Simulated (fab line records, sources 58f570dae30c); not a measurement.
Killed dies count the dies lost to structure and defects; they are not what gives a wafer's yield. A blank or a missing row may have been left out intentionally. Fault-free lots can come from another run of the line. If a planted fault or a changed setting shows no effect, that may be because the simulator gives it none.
Matching of chambers | flow berkeley-cmos170 | 3 sister chambers for UCB170_SPACER_CVD_00 on pecvd-03
The step deposits SiO2 from TEOS/O2, target thk 376 nm, time 47 s. 3 wafers are shown with their chamber, then 8 later ones without.

## WAFERS PAIRED WITH THEIR CHAMBERS
wafer  | chamber | heater-power-w (W)
L677.3 | 1       | 155
L696.4 | 2       | 156
L695.1 | 0       | 240

## WAFERS WHOSE CHAMBER IS MISSING
wafer  | heater-power-w (W)
L695.4 | 158
L695.6 | 215
L697.2 | 187
L697.5 | 135
L697.6 | 197
L698.1 | 212
L698.2 | 170
L698.6 | 187

## WHICH CHAMBER EACH ONE RAN IN
wafer  | from the rows above          | in truth
L695.4 | can't be placed: 2 or 1      | 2
L695.6 | can't be placed: 0 or 2 or 1 | 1
L697.2 | can't be placed: 2 or 1 or 0 | 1
L697.5 | can't be placed: 1 or 2      | 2
L697.6 | can't be placed: 2 or 1 or 0 | 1
L698.1 | can't be placed: 0 or 2 or 1 | 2
L698.2 | can't be placed: 2 or 1      | 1
L698.6 | can't be placed: 2 or 1 or 0 | 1
0 of 8 placed correctly. Unplaceable from these rows: 8, with the true chamber sitting among the candidates in 8. 0 placed wrongly.
How it was worked out, from the rows above alone: a wafer's distance from a chamber is the root of the sum, over the readings, of the square of ((its reading less the chamber's mean) divided by the reading's scatter). If the next closest chamber is less than 2 further off than the closest, the wafer can't be placed; otherwise it belongs to the closest. For every chamber, the mean is computed from those of its wafers that are shown. The scatter (one wafer shown for each chamber): square how far every hidden wafer sits from the nearest shown wafer, average those squares and take the square root.
